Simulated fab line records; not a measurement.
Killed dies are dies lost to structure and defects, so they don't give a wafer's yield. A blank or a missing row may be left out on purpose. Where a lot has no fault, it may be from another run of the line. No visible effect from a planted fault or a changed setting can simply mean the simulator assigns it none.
Problem report, 8D (eight disciplines) form, completed by code + flow rit_cmos + the parts of the form that need people (team, actions taken, sign-off) are left out

1. WHAT IS WRONG
At RIT_NLDD_COAT_01, spin_speed_rpm averages 3298.8 rpm over 6 wafers from 2 lots, while fault-free wafers read 3249.9 rpm, standard deviation 1.8. That puts it +27 standard deviations away from the usual mean.
The step: resist thk 1000 nm.
First seen on wafer L283.3, day 6 00:24, on litho_track-01. The record has a number at this step for 42 wafers belonging to 14 lots. Rule for "out", or "out of limits": more than 4 standard deviations from the usual mean. The other wafers with a number count as sound.

2. WHAT IT IS AND WHAT IT IS NOT
| question                    | is                     | is not                                                                          |
|-----------------------------|------------------------|---------------------------------------------------------------------------------|
| which readings at this step | spin_speed_rpm         | -                                                                               |
| which lots                  | L283, L284             | L268, L269, L270, L271, L272, L273, L274, L275, L282, L286, L288, L290          |
| which wafers of those lots  | all that have a number | -                                                                               |
| read on which tools         | litho_track-01         | litho_track-02, litho_track-04                                                  |
| when                        | from day 6 00:24       | up to then (27 sound wafers); but 9 sound wafers of L286, L288, L290 came after |

3. THE SUSPECTS, EACH WITH WHAT RULES IT OUT
Counting: a tool at a process step up to the reading stays a suspect if it ran every lot that is out and no sound lot after the first of them.
- litho_track-01 at RIT_NLDD_COAT_01 (resist thk 1000 nm): kept. All lots that are out passed through it, beginning with L283 at day 6 00:24, and no sound lot followed; its final sound lot before that point was L273 at day 3 22:28. Its own spin_speed_rpm readings are out on those wafers.
Remaining after the count: litho_track-01 at RIT_NLDD_COAT_01.

4. THE CAUSE (what the simulator had put in)
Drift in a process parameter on litho_track-01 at RIT_NLDD_COAT_01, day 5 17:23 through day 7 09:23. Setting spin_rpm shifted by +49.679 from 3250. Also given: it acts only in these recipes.
Counting left only this tool.

5. SEQUENCE OF EFFECTS, ordered by route
Rows list readings where the struck wafers' mean (over those with a number) sits beyond 3 standard deviations from the usual. Readings are gone through only where the record gives a usual standard deviation; hours: the median, over the lots, of the time from a lot's start at the first step in this table giving one to that lot's start at this step; sigmas: the change measured in usual standard deviations.
| hours | step             | reading        | usual      | on struck wafers | change | sigmas |
|-------|------------------|----------------|------------|------------------|--------|--------|
| 0     | RIT_NLDD_COAT_01 | spin_speed_rpm | 3249.9 rpm | 3298.8           | +48.9  | +27    |
Here are the process steps it includes:
- RIT_NLDD_COAT_01: resist thk 1000 nm.

6. HOW IT WOULD HAVE BEEN CAUGHT EARLIER
7 hours passed between the start of the fault at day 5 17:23 and the first reading out of limits in this record, taken at day 6 00:24.
